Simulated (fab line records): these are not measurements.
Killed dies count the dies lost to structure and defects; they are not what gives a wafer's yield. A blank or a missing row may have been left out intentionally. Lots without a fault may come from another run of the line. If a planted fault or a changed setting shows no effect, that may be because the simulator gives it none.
fab line records	flow rit-cmos
[record] lots = 5	wafers = 15	last-day = 7
route steps=202 shown PLDD@118 SPACER@125 NSD@131 PSD@142 SDANNEAL@153 SILICIDE@161 M1@202
lots with no fault: from the same line, run without faults
start-h: the number of hours between the record's first day and the start of the first shown wafer of the lot	wait-h: hours since the lot's step before	" the same as in the row above	L1.1+2: a single row standing in for several wafers	- no value, or no start given	* or withheld: withheld	< > ~ a bound
route shown NAME@n: a module of which the file shows steps, and the number in the route of the first	usual: mean and standard deviation over wafers with no fault	same: alike in all rows	chamber/n: place in a boat	sites: per-site readings	_std_site: the standard deviation of these	_edge_site: mean of outer sites minus mean of inner sites	radius-mm: how far each site lies from the wafer's centre	mask NAME#n: copy n	behind: tool/chamber where the wafer was last shaped	hold: cause of the lot's hold/its duration in hours/its outcome	device: which transistor (n, p or np) failed to switch	end of line: the tests these same wafers got at the end of their route	a step given without rows: its recipe and nothing more	killed: dies that structure and defects cost at the first sort, which is not the same as the wafer's yield	map: per-die view of a wafer (x killed, . not killed, _ where there is no die)
set.NAME: the setting the step ran with; set.NAME@STEP: the setting that earlier step ran with	model.NAME: the simulator's own value behind a step, which no gauge read
lots at selected steps of the route; one table per step, one row per wafer
services: a tool's chamber out of use, with start hour (start-h, from the record's first day; less than 0 if before it), hours out, and reason
[[steps]]
[step RIT_PLDD_PEB_04]
[recipe] resist = NOVOLAK	temp-c = withheld	time-s = withheld
[step RIT_PLDD_DEVELOP_05]
[recipe] resist = NOVOLAK	develop-time-s = 50	dev-temp-c = 23
[step RIT_PLDD_OVL_MEAS_06]
[usual] PLDD_OVL = 0.7/1.3
lot.wafer	tool	chamber	start-h	wait-h	PLDD_OVL[nm]
L333.4	overlay-02	-	87.97	-	0.9
L333.5	"	-	"	"	0.5
L333.6	"	-	"	"	-0.2
L337.1	overlay-02	-	107.92	-	-0.3
L337.2	"	-	"	"	-0.6
L337.3	"	-	"	"	0.0
L340.1	overlay-02	-	121.17	-	2.4
L340.4	"	-	"	"	2.2
L340.6	"	-	"	"	1.4
L344.1	overlay-02	-	140.50	-	1.9
L344.3	"	-	"	"	-0.1
L344.6	"	-	"	"	0.4
L348.2	overlay-01	-	162.40	-	-0.8
L348.3	"	-	"	"	0.4
L348.4	"	-	"	"	0.7
[step RIT_PLDD_HARDBAKE_07]
[recipe] resist = NOVOLAK	temp-c = 140	time-s = 60
[step RIT_PLDD_IMPLANT_08]
[recipe] species = BF2	energy-kev = 20	dose-cm2 = 9e+14	tilt-deg = 7
[step RIT_PLDD_STRIP_09]
[recipe] chemistry = O2	time-s = 180	resist = NOVOLAK	platen-temp-c = withheld	power-w = 500	pressure-mtorr = 4000	o2-flow-sccm = 4000
[usual] drypump-motor-current-A = 5.7/0.51
lot.wafer	tool	chamber	start-h	wait-h	drypump-motor-current-A	rf-hours-counter-h
L333.4	plasma-asher-04	1	88.34	0.1	6.2	-
L333.5	"	1	"	"	6.2	-
L333.6	"	0	"	"	5.8	-
L337.1	plasma-asher-04	1	108.26	0.1	6.2	46
L337.2	"	0	"	"	5.8	46
L337.3	"	1	"	"	6.2	-
L340.1	plasma-asher-04	0	121.51	0.1	5.7	1
L340.4	"	0	"	"	5.8	-
L340.6	"	1	"	"	6.2	-
L344.1	plasma-asher-03	0	140.83	0.1	5.6	49
L344.3	"	0	"	"	5.5	-
L344.6	"	1	"	"	5.2	-
L348.2	plasma-asher-04	0	162.73	0.1	5.7	5
L348.3	"	1	"	"	6.2	-
L348.4	"	0	"	"	5.8	-
[step RIT_PLDD_TW_MEAS_10]
[usual] PLDD_TW = 2333/24
lot.wafer	tool	chamber	start-h	wait-h	PLDD_TW
L333.4	film-metro-02	-	88.49	0.1	2339
L333.5	"	-	"	"	2348
L333.6	"	-	"	"	2356
L337.1	film-metro-02	-	108.43	0.1	2347
L337.2	"	-	"	"	2357
L337.3	"	-	"	"	2350
L340.1	film-metro-03	-	121.68	0.1	2308
L340.4	"	-	"	"	2298
L340.6	"	-	"	"	2299
L344.1	film-metro-03	-	141.01	0.1	2309
L344.3	"	-	"	"	2301
L344.6	"	-	"	"	2297
L348.2	film-metro-03	-	162.91	0.1	2338
L348.3	"	-	"	"	2325
L348.4	"	-	"	"	2333
[step RIT_SPACER_CLEAN_00]
[recipe] chemistry = SC1	mix = 3:3:50	time-s = 600	temp-c = 75
[step RIT_SPACER_CLEAN_01]
[recipe] chemistry = dHF	dilution = 50:1	time-s = 30
[step RIT_SPACER_CLEAN_02]
[recipe] chemistry = SC2	mix = 3:3:50	time-s = 600	temp-c = 75	dry = n2-spin
[step RIT_SPACER_CVD_03]
[recipe] material = Si3N4	target-thk-nm = 250	temp-c = 810	precursor = SiH2Cl2/NH3	time-s = 3300	pressure-mtorr = 300	sih2cl2-flow-sccm = 60	nh3-flow-sccm = 150
[step RIT_SPACER_THK_MEAS_04]
[recipe] reads = Si3N4_of_SPACER_CVD_03
[usual] SPACER_NITRIDE_THK = 251.0/2.4
lot.wafer	tool	chamber	start-h	wait-h	SPACER_NITRIDE_THK[nm]
L333.4	film-metro-04	-	90.83	0.0	253.8
L333.5	"	-	"	"	250.0
L333.6	"	-	"	"	252.7
L337.1	film-metro-02	-	110.78	0.0	253.1
L337.2	"	-	"	"	251.7
L337.3	"	-	"	"	252.1
L340.1	film-metro-02	-	124.03	0.0	251.8
L340.4	"	-	"	"	251.9
L340.6	"	-	"	"	253.4
L344.1	film-metro-01	-	143.38	0.0	253.4
L344.3	"	-	"	"	254.5
L344.6	"	-	"	"	255.1
L348.2	film-metro-01	-	165.45	0.0	252.3
L348.3	"	-	"	"	253.4
L348.4	"	-	"	"	250.8
[step RIT_SPACER_ETCHBACK_05]
[recipe] target-depth-a = 2500	SF6_flow_sccm = 30	CHF3_flow_sccm = 30	target = Si3N4	chemistry = SF6/CHF3	pressure-mtorr = 40	rf-w = 250	time-s = 240	stop-on = SiO2
[usual] drypump-motor-current-A = 5.6/0.58	oes-product-au = 0.846/0.012	throttle-valve-pct = 10.32/0.15
lot.wafer	tool	chamber	start-h	wait-h	drypump-motor-current-A	oes-product-au	rf-hours-counter-h	throttle-valve-pct	model.poly-Si_of_GATE_CVD_08.thk-nm	model.Si3N4_of_SPACER_CVD_03.thk-nm
L333.4	rie-diel-01	1	90.86	0.0	5.2	0.841	151	10.21	172.6	199.9
L333.5	"	3	"	"	4.9	0.851	-	10.40	168.7	196
L333.6	"	2	"	"	5.6	0.862	-	10.11	169.9	197.4
L337.1	rie-diel-04	0	110.84	0.1	6.5	0.852	7	10.48	168.5	197.6
L337.2	"	3	"	"	6.5	0.838	123	10.39	168.2	198.2
L337.3	"	2	"	"	5.3	0.858	130	10.47	168.1	197.7
L340.1	rie-diel-01	2	124.09	0.1	5.7	0.850	7	10.14	172.9	196.8
L340.4	"	3	"	"	4.9	0.849	129	10.39	170.3	197.3
L340.6	"	0	"	"	4.7	0.863	-	10.52	183.1	208.4
L344.1	rie-diel-04	1	143.44	0.1	4.8	0.830	71	10.26	166.3	199.5
L344.3	"	2	"	"	5.3	0.865	131	10.48	165	199.5
L344.6	"	2	"	"	5.3	0.868	-	10.46	164.9	200
L348.2	rie-diel-03	1	165.50	0.0	5.3	0.847	21	10.49	169.4	198.5
L348.3	"	2	"	"	5.6	0.860	5	10.27	172.6	199.3
L348.4	"	3	"	"	6.1	0.866	1	10.04	176.4	199.3
[step RIT_NSD_HMDS_00]
[recipe] prime-time-s = 60	prime-temp-c = 140
[step RIT_NSD_COAT_01]
[recipe] resist = NOVOLAK	spin-rpm = 3250	resist-thk-nm = 1000
[step RIT_NSD_SOFTBAKE_02]
[recipe] resist = NOVOLAK	temp-c = 90	time-s = 60
[step RIT_NSD_EXPOSE_03]
[recipe] mask-id = M9	na = 0.57	target-cd-nm = 40700	dose-mj = 250
[step RIT_NSD_PEB_04]
[recipe] resist = NOVOLAK	temp-c = withheld	time-s = withheld
[step RIT_NSD_DEVELOP_05]
[recipe] resist = NOVOLAK	develop-time-s = 50	dev-temp-c = 23
[step RIT_NSD_OVL_MEAS_06]
[usual] NSD_OVL = 0.1/1.3
lot.wafer	tool	chamber	start-h	wait-h	NSD_OVL[nm]
L333.4	overlay-02	-	91.88	-	-1.3
L333.5	"	-	"	"	-2.3
L333.6	"	-	"	"	-1.4
L337.1	overlay-02	-	111.84	-	2.0
L337.2	"	-	"	"	-0.9
L337.3	"	-	"	"	-1.4
L340.1	overlay-01	-	125.16	-	1.9
L340.4	"	-	"	"	2.2
L340.6	"	-	"	"	1.3
L344.1	overlay-01	-	144.44	-	0.2
L344.3	"	-	"	"	-0.4
L344.6	"	-	"	"	-0.8
L348.2	overlay-02	-	166.64	-	-0.2
L348.3	"	-	"	"	-0.9
L348.4	"	-	"	"	-1.0
[step RIT_NSD_HARDBAKE_07]
[recipe] resist = NOVOLAK	temp-c = 140	time-s = 60
[step RIT_NSD_IMPLANT_08]
[recipe] species = P	energy-kev = 25	dose-cm2 = 1e+15	tilt-deg = 7
[step RIT_NSD_STRIP_09]
[recipe] chemistry = O2	time-s = 180	resist = NOVOLAK	platen-temp-c = withheld	power-w = 500	pressure-mtorr = 4000	o2-flow-sccm = 4000
[usual] drypump-motor-current-A = 5.7/0.48
lot.wafer	tool	chamber	start-h	wait-h	drypump-motor-current-A	rf-hours-counter-h
L333.4	plasma-asher-02	0	92.26	0.1	5.9	-
L333.5	"	1	"	"	5.9	-
L333.6	"	0	"	"	5.9	-
L337.1	plasma-asher-02	1	112.45	0.1	5.9	49
L337.2	"	0	"	"	5.9	49
L337.3	"	0	"	"	5.8	-
L340.1	plasma-asher-02	0	125.49	0.1	5.9	51
L340.4	"	1	"	"	5.9	-
L340.6	"	0	"	"	5.9	-
L344.1	plasma-asher-03	1	144.78	0.1	5.2	49
L344.3	"	1	"	"	5.2	-
L344.6	"	0	"	"	5.6	-
L348.2	plasma-asher-01	1	166.97	0.1	6.6	37
L348.3	"	1	"	"	6.5	-
L348.4	"	0	"	"	4.9	-
[step RIT_NSD_TW_MEAS_10]
[usual] NSD_TW = 3103/32
lot.wafer	tool	chamber	start-h	wait-h	NSD_TW
L333.4	film-metro-04	-	92.40	0.1	3130
L333.5	"	-	"	"	3151
L333.6	"	-	"	"	3154
L337.1	film-metro-02	-	112.62	0.1	3141
L337.2	"	-	"	"	3140
L337.3	"	-	"	"	3128
L340.1	film-metro-04	-	125.67	0.1	3064
L340.4	"	-	"	"	3089
L340.6	"	-	"	"	3097
L344.1	film-metro-02	-	144.95	0.1	3153
L344.3	"	-	"	"	3150
L344.6	"	-	"	"	3144
L348.2	film-metro-02	-	167.15	0.1	3138
L348.3	"	-	"	"	3149
L348.4	"	-	"	"	3160
[step RIT_PSD_HMDS_00]
[recipe] prime-time-s = 60	prime-temp-c = 140
[step RIT_PSD_COAT_01]
[recipe] resist = NOVOLAK	spin-rpm = 3250	resist-thk-nm = 1000
[step RIT_PSD_SOFTBAKE_02]
[recipe] resist = NOVOLAK	temp-c = 90	time-s = 60
[step RIT_PSD_EXPOSE_03]
[recipe] mask-id = M10	na = 0.57	target-cd-nm = 40900	dose-mj = 250
[step RIT_PSD_PEB_04]
[recipe] resist = NOVOLAK	temp-c = withheld	time-s = withheld
[step RIT_PSD_DEVELOP_05]
[recipe] resist = NOVOLAK	develop-time-s = 50	dev-temp-c = 23
[step RIT_PSD_OVL_MEAS_06]
[usual] PSD_OVL = 0.7/1.5
lot.wafer	tool	chamber	start-h	wait-h	PSD_OVL[nm]
L333.4	overlay-01	-	93.30	-	1.4
L333.5	"	-	"	"	0.7
L333.6	"	-	"	"	1.1
L337.1	overlay-01	-	113.53	-	1.4
L337.2	"	-	"	"	2.1
L337.3	"	-	"	"	2.8
L340.1	overlay-01	-	126.76	-	1.0
L340.4	"	-	"	"	1.7
L340.6	"	-	"	"	0.0
L344.1	overlay-01	-	145.86	-	0.1
L344.3	"	-	"	"	0.7
L344.6	"	-	"	"	1.6
L348.2	overlay-02	-	168.18	-	0.9
L348.3	"	-	"	"	0.9
L348.4	"	-	"	"	2.2
[step RIT_PSD_HARDBAKE_07]
[recipe] resist = NOVOLAK	temp-c = 140	time-s = 60
[step RIT_PSD_IMPLANT_08]
[recipe] species = BF2	energy-kev = 27	dose-cm2 = 5e+15	tilt-deg = 7
[step RIT_PSD_STRIP_09]
[recipe] chemistry = O2	time-s = 180	resist = NOVOLAK	platen-temp-c = withheld	power-w = 500	pressure-mtorr = 4000	o2-flow-sccm = 4000
[usual] drypump-motor-current-A = 5.9/0.53
lot.wafer	tool	chamber	start-h	wait-h	drypump-motor-current-A	rf-hours-counter-h
L333.4	plasma-asher-01	1	93.68	0.1	6.6	-
L333.5	"	1	"	"	6.6	-
L333.6	"	0	"	"	4.9	-
L337.1	plasma-asher-02	0	113.87	0.1	5.8	49
L337.2	"	1	"	"	5.9	49
L337.3	"	1	"	"	5.9	-
L340.1	plasma-asher-01	0	127.20	0.1	4.9	33
L340.4	"	1	"	"	6.6	-
L340.6	"	0	"	"	4.9	-
L344.1	plasma-asher-04	0	146.35	0.2	5.8	3
L344.3	"	0	"	"	5.8	-
L344.6	"	1	"	"	6.2	-
L348.2	plasma-asher-01	1	168.51	0.1	6.6	37
L348.3	"	1	"	"	6.6	-
L348.4	"	0	"	"	4.9	-
[step RIT_PSD_TW_MEAS_10]
[usual] PSD_TW = 3423/26
lot.wafer	tool	chamber	start-h	wait-h	PSD_TW
L333.4	film-metro-04	-	93.82	0.1	3459
L333.5	"	-	"	"	3457
L333.6	"	-	"	"	3467
L337.1	film-metro-02	-	114.05	0.1	3439
L337.2	"	-	"	"	3440
L337.3	"	-	"	"	3442
L340.1	film-metro-02	-	127.37	0.1	3455
L340.4	"	-	"	"	3438
L340.6	"	-	"	"	3462
L344.1	film-metro-04	-	146.53	0.1	3424
L344.3	"	-	"	"	3438
L344.6	"	-	"	"	3428
L348.2	film-metro-02	-	168.70	0.1	3443
L348.3	"	-	"	"	3433
L348.4	"	-	"	"	3419
[step RIT_SDANNEAL_CLEAN_00]
[recipe] chemistry = SC1	mix = 3:3:50	time-s = 600	temp-c = 75
[step RIT_SDANNEAL_CLEAN_01]
[recipe] chemistry = dHF	dilution = 50:1	time-s = 30
[step RIT_SDANNEAL_CLEAN_02]
[recipe] chemistry = SC2	mix = 3:3:50	time-s = 600	temp-c = 75	dry = n2-spin
[usual] bath-guard-temp-C = 74.8/0.34
lot.wafer	tool	chamber	start-h	wait-h	bath-guard-temp-C	model.poly-Si_of_GATE_CVD_08.thk-nm
L333.4	wet-bench-04	1	94.05	0.0	74.8	168.3
L333.5	"	1	"	"	74.5	164.4
L333.6	"	1	"	"	74.6	165.5
L337.1	wet-bench-01	1	114.30	0.0	75.3	164.2
L337.2	"	1	"	"	75.3	163.9
L337.3	"	1	"	"	75.5	163.8
L340.1	wet-bench-04	0	127.64	0.0	74.9	168.5
L340.4	"	0	"	"	74.6	165.9
L340.6	"	0	"	"	74.9	178.7
L344.1	wet-bench-04	0	146.81	0.0	74.8	161.9
L344.3	"	0	"	"	74.7	160.6
L344.6	"	0	"	"	75.1	160.5
L348.2	wet-bench-04	0	168.96	0.0	74.9	165
L348.3	"	0	"	"	74.9	168.2
L348.4	"	0	"	"	75.2	172
[step RIT_SDANNEAL_RTA_03]
[recipe] temp-c = 1050	time-s = 5	idle-temp-c = 600	ramp-up-c-per-s = 342	ramp-down-c-per-s = 171	cool-to-c = 600	ambient = N2
[usual] anneal-temp-c-max = 1054.8/1.5	ramp-up-c-per-s = 342.00/0.064	wafer_temp_C_max = 1053.5/1.2
lot.wafer	tool	chamber	start-h	wait-h	anneal-temp-c-max	ramp-up-c-per-s	wafer_temp_C_max
L333.4	rtp-anneal-01	0	94.25	0.0	1053.0	342.06	1054.2
L333.5	"	0	"	"	1054.0	341.90	1054.7
L333.6	"	0	"	"	1052.9	341.95	1056.0
L337.1	rtp-anneal-01	0	114.47	0.0	1054.6	342.05	1054.3
L337.2	"	0	"	"	1053.3	341.95	1053.4
L337.3	"	0	"	"	1052.6	341.99	1051.5
L340.1	rtp-anneal-02	0	127.83	0.0	1054.7	341.93	1053.0
L340.4	"	0	"	"	1056.4	342.06	1055.5
L340.6	"	0	"	"	1056.6	342.03	1052.9
L344.1	rtp-anneal-02	0	147.02	0.0	1054.3	342.09	1052.2
L344.3	"	0	"	"	1055.1	342.08	1052.9
L344.6	"	0	"	"	1055.1	342.06	1052.6
L348.2	rtp-anneal-02	0	169.14	0.0	1055.2	341.94	1054.3
L348.3	"	0	"	"	1058.3	341.90	1054.1
L348.4	"	0	"	"	1056.7	341.96	1054.4
[step RIT_SDANNEAL_RS_MEAS_04]
[recipe] thk-meas-gauge = four-point-probe
[usual] PSD_RS = 115.7/0.36
lot.wafer	tool	chamber	start-h	wait-h	PSD_RS[ohm/sq]
L333.4	film-metro-02	-	94.34	0.1	115.0
L333.5	"	-	"	"	115.7
L333.6	"	-	"	"	115.8
L337.1	film-metro-03	-	114.53	0.0	115.5
L337.2	"	-	"	"	115.3
L337.3	"	-	"	"	115.4
L340.1	film-metro-04	-	127.89	0.0	116.0
L340.4	"	-	"	"	115.7
L340.6	"	-	"	"	115.7
L344.1	film-metro-02	-	147.08	0.0	115.5
L344.3	"	-	"	"	115.6
L344.6	"	-	"	"	115.2
L348.2	film-metro-03	-	169.21	0.1	116.2
L348.3	"	-	"	"	116.3
L348.4	"	-	"	"	116.1
[step RIT_SDANNEAL_RS_MEAS_05]
[recipe] thk-meas-gauge = four-point-probe
[usual] NSD_RS = 84.49/0.26
lot.wafer	tool	chamber	start-h	wait-h	NSD_RS[ohm/sq]
L333.4	film-metro-02	-	94.46	0.1	84.22
L333.5	"	-	"	"	84.57
L333.6	"	-	"	"	84.20
L337.1	film-metro-03	-	114.65	0.1	84.59
L337.2	"	-	"	"	84.23
L337.3	"	-	"	"	84.49
L340.1	film-metro-04	-	128.01	0.1	84.52
L340.4	"	-	"	"	84.36
L340.6	"	-	"	"	84.27
L344.1	film-metro-02	-	147.20	0.1	84.18
L344.3	"	-	"	"	84.35
L344.6	"	-	"	"	84.22
L348.2	film-metro-03	-	169.33	0.1	84.09
L348.3	"	-	"	"	84.20
L348.4	"	-	"	"	84.46
[step RIT_SDANNEAL_RS_MEAS_06]
[recipe] thk-meas-gauge = four-point-probe
[usual] PLDD_RS = 178.4/0.57
lot.wafer	tool	chamber	start-h	wait-h	PLDD_RS[ohm/sq]
L333.4	film-metro-02	-	94.58	0.1	178.0
L333.5	"	-	"	"	178.2
L333.6	"	-	"	"	178.2
L337.1	film-metro-03	-	114.77	0.1	178.0
L337.2	"	-	"	"	177.5
L337.3	"	-	"	"	177.7
L340.1	film-metro-04	-	128.13	0.1	178.8
L340.4	"	-	"	"	178.5
L340.6	"	-	"	"	178.8
L344.1	film-metro-02	-	147.32	0.1	177.7
L344.3	"	-	"	"	177.9
L344.6	"	-	"	"	178.0
L348.2	film-metro-03	-	169.45	0.1	178.8
L348.3	"	-	"	"	177.9
L348.4	"	-	"	"	178.6
[step RIT_SILICIDE_WET_ETCH_00]
[recipe] chemistry = BOE	target = SiO2	target-depth-nm = 14	time-s = 15	dry = n2-spin	dilution = 10:1	temp-c = 21.5
lot.wafer	tool	chamber	start-h	wait-h	model.Si3N4_of_SPACER_CVD_03.thk-nm
L333.4	wet-bench-01	1	94.76	0.0	198.8
L333.5	"	1	"	"	194.8
L333.6	"	1	"	"	196.2
L337.1	wet-bench-03	3	115.01	0.1	196.5
L337.2	"	3	"	"	197.1
L337.3	"	3	"	"	196.6
L340.1	wet-bench-01	1	128.37	0.1	195.7
L340.4	"	1	"	"	196.1
L340.6	"	1	"	"	207.3
L344.1	wet-bench-01	3	147.56	0.1	198.4
L344.3	"	3	"	"	198.3
L344.6	"	3	"	"	198.8
L348.2	wet-bench-01	1	169.67	0.1	197.3
L348.3+4	"	1	"	"	198.1
[step RIT_M1_PROBE_99]
lot.wafer	tool	chamber	start-h	wait-h	model.etest.nplus-sal.width-nm	model.etest.pplus-sal.width-nm	model.etest.nmos_0p15.r-on-ohm-um	model.etest.nwell-pinched.rs-ohm-sq	model.etest.pwell-pinched.rs-ohm-sq	model.etest.nmos-narrow.drive-ua-um	model.etest.nmos_0p3.drive-ua-um	model.etest.contact-pplus.end-ohm-um
L333.4	prober-01	-	101.83	0.2	3463	3438	1131	333.8	452.7	219.4	217.8	44.38
L333.5	prober-01	-	101.88	0.2	3478	3459	1163	337.1	458.1	222.5	221.4	44.52
L333.6	prober-01	-	101.93	0.2	3463	3482	1191	339.6	460.3	220.5	218.2	45.73
L337.1	prober-02	-	122.04	0.1	3432	3446	1148	344.4	463.4	227.7	231.8	43.69
L337.2	prober-02	-	122.09	0.1	3418	3430	1124	341.2	457.7	222.1	225.3	42.35
L337.3	prober-02	-	122.14	0.2	3414	3408	1115	338.3	456.6	225.3	232.6	42.64
L340.1	prober-01	-	135.41	0.1	3440	3466	1135	341.6	455.4	230.3	226.4	43.71
L340.4	prober-01	-	135.56	0.2	3451	3440	1153	338.4	458.9	230.2	228.6	44.11
L340.6	prober-01	-	135.66	0.2	3326	3314	1075	308	431.8	209.8	211.9	57.67
L344.1	prober-01	-	154.54	0.1	3445	3416	1157	336.3	457.6	228.8	231.3	42.39
L344.3	prober-01	-	154.64	0.2	3420	3415	1152	337.1	458.2	225.3	230.8	43.2
L344.6	prober-01	-	154.79	0.2	3447	3444	1165	336.4	458.1	225.5	227.1	44
L348.2	prober-02	-	176.60	0.1	3430	3430	1095	335.6	450.8	226.1	228.2	45.39
L348.3	prober-02	-	176.65	0.2	3427	3458	1100	332.1	451.1	233.3	231.4	45.03
L348.4	prober-02	-	176.70	0.2	3409	3442	1068	326.9	449.7	227.2	225.9	43.64
// killed by level:class
L333.4 GATE:geometric-particle:short=2 FOX1:geometric-particle:open=1 GATE:geometric-particle:open=1 SPACER:geometric-particle:short=1
L333.5 FOX1:geometric-particle:short=3 FOX1:geometric-particle:open=2 GATE:geometric-particle:short=2 GATE:geometric-particle:open=2 FOX2:geometric-particle:short=1 SPACER:geometric-particle:short=1 SPACER:geometric-particle:open=1 SILICIDE:geometric-particle:short=1
L337.1 GATE:geometric-particle:open=3 GATE:geometric-particle:short=2 FOX1:geometric-particle:short=1 REOX:geometric-particle:short=1 SPACER:geometric-particle:short=1 SILICIDE:geometric-particle:open=1
L337.2 GATE:geometric-particle:short=3 SPACER:geometric-particle:open=2 GATE:geometric-particle:open=1 CONTACT:geometric-particle:short=1
L337.3 GATE:geometric-particle:short=3 REOX:geometric-particle:short=3 REOX:geometric-particle:open=2 GATE:geometric-particle:open=1 SILICIDE:geometric-particle:short=1
L344.1 GATE:geometric-particle:short=2 SPACER:geometric-particle:open=2 FOX1:geometric-particle:short=1 GATE:geometric-particle:open=1 CONTACT:geometric-particle:short=1
L344.3 GATE:geometric-particle:short=3 FOX1:geometric-particle:short=1 GATE:geometric-particle:open=1 SPACER:geometric-particle:open=1 SILICIDE:geometric-particle:open=1
L344.6 GATE:geometric-particle:open=2 GATE:geometric-particle:short=2 CONTACT:geometric-particle:short=1
L348.2 GATE:geometric-particle:open=3 SPACER:geometric-particle:open=1 SILICIDE:geometric-particle:short=1 SILICIDE:geometric-particle:open=1 CONTACT:geometric-particle:open=1
L348.3 REOX:geometric-particle:open=3 GATE:geometric-particle:open=2 REOX:geometric-particle:short=2 FOX2:geometric-particle:short=1 SPACER:geometric-particle:open=1
L348.4 GATE:geometric-particle:open=2 SPACER:geometric-particle:short=2 REOX:geometric-particle:open=1
[[services]]
tool	chamber	start-h	hours	kind
plasma-asher-01	-	78.99	1.2	repair
rie-diel-03	-	94.00	14.6	pm
rie-diel-01	0	94.53	-	clean
rie-diel-01	0	94.53	21.7	scheduled-down
rie-diel-01	0	94.53	21.7	vent-cycle
plasma-asher-04	-	100.62	2.8	pm
plasma-asher-01	-	101.44	14.6	pm
plasma-asher-02	-	103.31	2.4	repair
plasma-asher-04	-	108.75	9.0	pm
plasma-asher-04	0	108.75	9.0	vent-cycle
plasma-asher-04	1	108.75	9.0	vent-cycle
plasma-asher-04	0	117.75	-	clean
plasma-asher-04	1	117.75	-	clean
plasma-asher-04	-	126.64	2.2	repair
rie-diel-04	3	126.81	10.0	repair
rie-diel-01	3	134.77	19.6	repair
rtp-anneal-02	-	144.59	0.8	pm
rie-diel-01	2	146.90	9.8	repair
rie-diel-03	2	153.87	3.2	repair
rie-diel-01	1	156.73	-	clean
rie-diel-01	1	156.73	13.0	scheduled-down
plasma-asher-04	-	166.23	7.6	repair
plasma-asher-03	-	166.43	3.4	repair
rie-diel-03	1	168.19	4.3	repair
[[key]]
first-sign none at tools or gauges
[model-effect] step = RIT_SPACER_ETCHBACK_05	value = poly-Si_of_GATE_CVD_08.thk-nm	without = 171.3	struck = 183.1
[model-effect] step = RIT_SDANNEAL_CLEAN_02	value = poly-Si_of_GATE_CVD_08.thk-nm	without = 166.9	struck = 178.7
[model-effect] step = RIT_SILICIDE_WET_ETCH_00	value = Si3N4_of_SPACER_CVD_03.thk-nm	without = 197.4	struck = 207.3
[model-effect] step = RIT_M1_PROBE_99	value = etest.nplus-sal.width-nm	without = 3450	struck = 3326
met-at RIT_SPACER_ETCHBACK_05
struck-wafers L340.6
sort-left-out L340.6
tester-left-out L340
[fault] kind = process-parameter-drift	tool = rie-diel-01	chamber = 0	onset-h = 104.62	steps = RIT_SPACER_ETCHBACK_05	channel = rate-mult	offset = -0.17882	shape = step	end-h = 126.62
// tester-left-out: of these lots the tester's yield and bins aren't shown, on N5 and GAA mostly nor the transistor test; their killed dies are dies lost to structure and defects alone, not to doping, threshold or leakage, so they don't give the yield
// sort-left-out: the simulated sort isn't trusted on such a fault, so these wafers' sort isn't shown, and their yield isn't known
